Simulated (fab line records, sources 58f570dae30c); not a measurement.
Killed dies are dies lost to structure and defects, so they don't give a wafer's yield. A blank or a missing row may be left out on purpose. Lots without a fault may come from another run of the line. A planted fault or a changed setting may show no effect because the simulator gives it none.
fab line records | flow berkeley_cmos170
record lots=6 wafers=18 last_day=12
route steps=331 shown PWELL@36
lots that met no fault: from a run of the same line without faults
start_h: hours from the record's first day to the start of the lot's first wafer shown | wait_h: hours since the lot's step before | " the same as in the row above | L1.1+2: a row that stands for several wafers | - no value, or no start given | * or withheld: withheld | < > ~ a bound
route shown NAME@n: a module of which the file shows steps, and the number in the route of the first | usual: mean/standard deviation of fault-free wafers | same: alike in all rows | chamber/n: place in a boat | sites: the reading at each site | _std_site: their standard deviation | _edge_site: outer sites' mean less inner sites' | radius_mm: how far each site lies from the wafer's centre | mask NAME#n: copy n | behind: the tool/chamber that last shaped the wafer | hold: why the lot was held/for how many hours/how that ended | device: the transistor (n, p or np) that didn't switch | end of line: the same wafers' tests at the end of the route | a step without rows: its recipe alone | killed: dies lost to structure and defects at the first sort, not the wafer's yield | map: a wafer's dies, x killed, . not, _ none there
set.NAME: the setting as run; set.NAME@STEP: as run at that earlier step | model.NAME: the simulator's own value behind a step, which no gauge read
lots at some steps of the route; a table a step, a row a wafer
services: from which hour (start_h, from the record's first day; less than 0 if before it) a tool's chamber was out of use, for how many hours, and why
## steps
# step UCB170_PWELL_OXIDATION_02
# recipe temp_c=1000 ambient=O2 target_thk_a=264 ox_time_s=1260
# step UCB170_PWELL_THK_MEAS_03
# recipe reads=SiO2_of_PWELL_OXIDATION_02
# usual PWELL_OXIDE_THK=26.7/0.45
# columns lot.wafer tool chamber start_h wait_h PWELL_OXIDE_THK[nm]
L837.2 film_metro-02 - 48.55 0.0 26.2
L837.4 " - " " 26.2
L837.5 " - " " 26.2
L843.3 film_metro-02 - 96.90 0.0 26.6
L843.4 " - " " 26.4
L843.6 " - " " 26.7
L846.2 film_metro-02 - 104.77 0.0 26.9
L846.3 " - " " 26.8
L846.6 " - " " 26.5
L851.2 film_metro-01 - 120.35 0.0 26.6
L851.3 " - " " 26.2
L851.4 " - " " 26.8
L853.3 film_metro-01 - 130.31 0.0 26.2
L853.4 " - " " 26.1
L853.5 " - " " 26.4
L857.2 film_metro-04 - 151.41 0.0 26.9
L857.3 " - " " 26.4
L857.4 " - " " 26.6
# step UCB170_PWELL_ANNEAL_04
# recipe temp_c=1000 time_s=900 ambient=N2
# step UCB170_PWELL_CVD_05
# recipe material=Si3N4 target_thk_nm=220 temp_c=800 precursor=SiH2Cl2/NH3 time_s=3300 pressure_mtorr=200 sih2cl2_flow_sccm=25 nh3_flow_sccm=75
# step UCB170_PWELL_THK_MEAS_06
# recipe reads=Si3N4_of_PWELL_CVD_05
# usual PWELL_NITRIDE_THK=220.9/2
# columns lot.wafer tool chamber start_h wait_h PWELL_NITRIDE_THK[nm]
L837.2 film_metro-02 - 53.27 0.0 219.2
L837.4 " - " " 221.4
L837.5 " - " " 219.2
L843.3 film_metro-01 - 101.73 0.0 219.9
L843.4 " - " " 220.1
L843.6 " - " " 220.6
L846.2 film_metro-02 - 110.56 0.0 221.5
L846.3 " - " " 220.1
L846.6 " - " " 222.4
L851.2 film_metro-02 - 129.36 0.0 220.3
L851.3 " - " " 222.6
L851.4 " - " " 221.5
L853.3 film_metro-04 - 134.73 0.0 221.8
L853.4 " - " " 222.1
L853.5 " - " " 222.0
L857.2 film_metro-01 - 159.65 0.0 222.9
L857.3 " - " " 223.4
L857.4 " - " " 220.7
# step UCB170_PWELL_HMDS_07
# recipe prime_time_s=60 prime_temp_c=100
# step UCB170_PWELL_COAT_08
# recipe resist=KrF spin_rpm=1500 resist_thk_nm=900
# step UCB170_PWELL_SOFTBAKE_09
# recipe resist=KrF temp_c=130 time_s=60
# step UCB170_PWELL_EXPOSE_10
# recipe mask_id=PWELL target_cd_nm=3000 na=0.5 sigma_outer=0.6 source_shape=conventional dose_mj=19
# step UCB170_PWELL_PEB_11
# recipe peb_temp_c=130 peb_time_s=withheld resist=KrF
# step UCB170_PWELL_DEVELOP_12
# recipe developer=TMAH develop_time_s=45 resist=KrF dev_temp_c=21
# step UCB170_PWELL_OVL_MEAS_13
# usual PWELL_OVL=-1/4.6
# columns lot.wafer tool chamber start_h wait_h PWELL_OVL[nm]
L837.2 overlay-01 - 54.52 - -8
L837.4 " - " " 4
L837.5 " - " " -4
L843.3 overlay-01 - 103.04 - 1
L843.4 " - " " -3
L843.6 " - " " -2
L846.2 overlay-01 - 112.28 - 8
L846.3 " - " " 6
L846.6 " - " " 1
L851.2 overlay-02 - 130.82 - 3
L851.3 " - " " 5
L851.4 " - " " 0
L853.3 overlay-02 - 136.33 - 1
L853.4 " - " " 1
L853.5 " - " " 8
L857.2 overlay-01 - 160.90 - -1
L857.3 " - " " -2
L857.4 " - " " -2
# step UCB170_PWELL_ETCH_14
# recipe chemistry=CH3F/Ar/O2 target=Si3N4 stop_on=SiO2 CH3F_flow_sccm=20 Ar_flow_sccm=50 O2_flow_sccm=7 pressure_mtorr=50 rf_w=450 target_depth_a=2420 over_etch_frac=0.1 time_s=151
# usual drypump_motor_current_A=5.6/0.59 oes_product_au=0.946/0.014 throttle_valve_pct=8.03/0.11
# columns lot.wafer tool chamber start_h wait_h drypump_motor_current_A oes_product_au rf_hours_counter_h throttle_valve_pct model.KrF_of_PWELL_COAT_08.thk_nm model.etch.depth_nm
L837.2 rie_diel-01 3 54.55 0.0 6.1 0.915 0 7.79 727.4 219.3
L837.4 " 0 " " 5.5 0.940 133 8.02 730.6 221.3
L837.5 " 3 " " 6.0 0.922 - 7.80 726.8 219.4
L843.3 rie_diel-01 2 103.07 0.0 5.1 0.970 153 8.17 722.6 219.8
L843.4 " 1 " " 4.6 0.847 9 7.93 762.4 186.2
L843.6 " 3 " " 6.1 0.932 - 7.79 729.9 220.6
L846.2 rie_diel-01 1 112.31 0.0 4.7 0.844 10 7.93 761.7 186.3
L846.3 " 3 " " 6.0 0.927 3 7.80 728.2 220.1
L846.6 " 0 " " 5.6 0.947 - 8.04 725.9 222.3
L851.2 rie_diel-04 3 130.85 0.0 4.8 0.928 27 7.94 716.6 220.4
L851.3 " 2 " " 5.7 0.964 49 8.06 720 222.4
L851.4 " 0 " " 5.4 0.951 2 8.19 719.7 221.5
L853.3 rie_diel-04 3 136.35 0.0 4.8 0.938 28 7.97 723 221.8
L853.4 " 0 " " 5.3 0.949 3 8.19 725.7 222.1
L853.5 " 3 " " 4.8 0.936 - 7.97 722 222
L857.2 rie_diel-02 1 160.93 0.0 4.7 0.946 11 7.99 724.1 223.1
L857.3 " 3 " " 6.4 0.942 122 8.07 720.1 223.2
L857.4 " 2 " " 6.3 0.943 148 8.04 721.8 220.7
# step UCB170_PWELL_IMPLANT_15
# recipe species=B dose_cm2=5e+12 energy_kev=60 tilt_deg=7
# step UCB170_PWELL_STRIP_16
# recipe chemistry=O2 power_w=400 pressure_mtorr=3500 platen_temp_c=withheld o2_flow_sccm=400 overash_fraction=0.5
# usual drypump_motor_current_A=5.6/0.39 oes_product_au=0.721/0.0047 strip_time_to_endpoint_s=18.09/0.068
# same overash_fraction=0.5
# columns lot.wafer tool chamber start_h wait_h drypump_motor_current_A oes_product_au rf_hours_counter_h strip_time_to_endpoint_s
L837.2 plasma_asher-03 0 54.80 0.1 5.1 0.719 28 18.15
L837.4 " 0 " " 5.1 0.722 - 18.24
L837.5 " 0 " " 5.1 0.721 - 18.14
L843.3 plasma_asher-01 0 103.35 0.1 5.3 0.727 - 18.04
L843.4 " 1 " " 5.8 0.717 - 18.99
L843.6 " 1 " " 5.8 0.725 - 18.21
L846.2 plasma_asher-04 0 112.56 0.1 5.4 0.717 38 18.98
L846.3 " 1 " " 6.2 0.725 - 18.18
L846.6 " 1 " " 6.2 0.712 - 18.13
L851.2 plasma_asher-04 0 131.10 0.1 5.4 0.720 40 17.91
L851.3 " 1 " " 6.2 0.716 - 17.96
L851.4 " 0 " " 5.4 0.719 - 17.98
L853.3 plasma_asher-04 0 136.64 0.1 5.4 0.720 - 18.05
L853.4 " 1 " " 6.2 0.723 - 18.11
L853.5 " 1 " " 6.2 0.725 - 18.03
L857.2 plasma_asher-04 0 161.18 0.1 5.4 0.723 44 18.09
L857.3 " 1 " " 6.2 0.719 - 17.97
L857.4 " 0 " " 5.4 0.722 - 18.02
# step UCB170_PWELL_TW_MEAS_17
# usual PWELL_TW=380.2/2.3
# columns lot.wafer tool chamber start_h wait_h PWELL_TW
L837.2 film_metro-04 - 54.91 0.1 377.0
L837.4 " - " " 377.4
L837.5 " - " " 377.3
L843.3 film_metro-01 - 103.44 0.1 378.7
L843.4 " - " " 378.5
L843.6 " - " " 377.2
L846.2 film_metro-02 - 112.67 0.1 380.7
L846.3 " - " " 381.3
L846.6 " - " " 381.1
L851.2 film_metro-01 - 131.21 0.1 377.2
L851.3 " - " " 377.7
L851.4 " - " " 376.4
L853.3 film_metro-01 - 136.72 0.1 379.1
L853.4 " - " " 376.1
L853.5 " - " " 377.4
L857.2 film_metro-02 - 161.29 0.1 384.8
L857.3 " - " " 382.1
L857.4 " - " " 382.8
## services
# columns tool chamber start_h hours kind
rie_diel-04 2 55.14 3.5 repair
rie_diel-04 0 58.59 - clean
rie_diel-04 0 58.59 22.3 scheduled_down
rie_diel-04 0 58.59 22.3 vent_cycle
plasma_asher-01 - 64.52 4.3 pm
rie_diel-01 3 89.99 7.4 repair
plasma_asher-01 - 107.68 4.5 repair
plasma_asher-01 - 112.15 9.0 pm
plasma_asher-01 0 112.15 9.0 vent_cycle
plasma_asher-01 1 112.15 9.0 vent_cycle
plasma_asher-01 0 121.15 - clean
plasma_asher-01 1 121.15 - clean
rie_diel-04 3 136.74 13.7 repair
plasma_asher-01 - 149.05 1.1 repair
rie_diel-01 2 151.58 - clean
rie_diel-01 2 151.58 19.2 scheduled_down
rie_diel-01 2 151.58 19.2 vent_cycle
## key
first_sign step=UCB170_PWELL_ETCH_14 reading=oes_product_au direction=down sigmas=7.1 usual=0.946 struck=0.845
effect step=UCB170_PWELL_STRIP_16 reading=strip_time_to_endpoint_s direction=up sigmas=13 usual=* struck=*
model_effect step=UCB170_PWELL_ETCH_14 value=KrF_of_PWELL_COAT_08.thk_nm without=726.7 struck=762.1
met_at UCB170_PWELL_ETCH_14
struck_wafers L843.4,L846.2
later_rows_left_out L843.4,L846.2
sort_left_out L843.4,L846.2
tester_left_out L843,L846
fault kind=process_parameter_drift tool=rie_diel-01 chamber=1 onset_h=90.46 steps=UCB170_PWELL_ETCH_14 channel=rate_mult offset=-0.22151 shape=step end_h=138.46
# tester_left_out: of these lots the tester's yield and bins aren't shown, on N5 and GAA mostly nor the transistor test; their killed dies are dies lost to structure and defects alone, not to doping, threshold or leakage, so they don't give the yield
# sort_left_out: the simulated sort isn't trusted on such a fault, so these wafers' sort isn't shown, and their yield isn't known
# later_rows_left_out: the simulator's readings of these wafers behind a module that went badly wrong aren't trusted and aren't shown, but for the sort
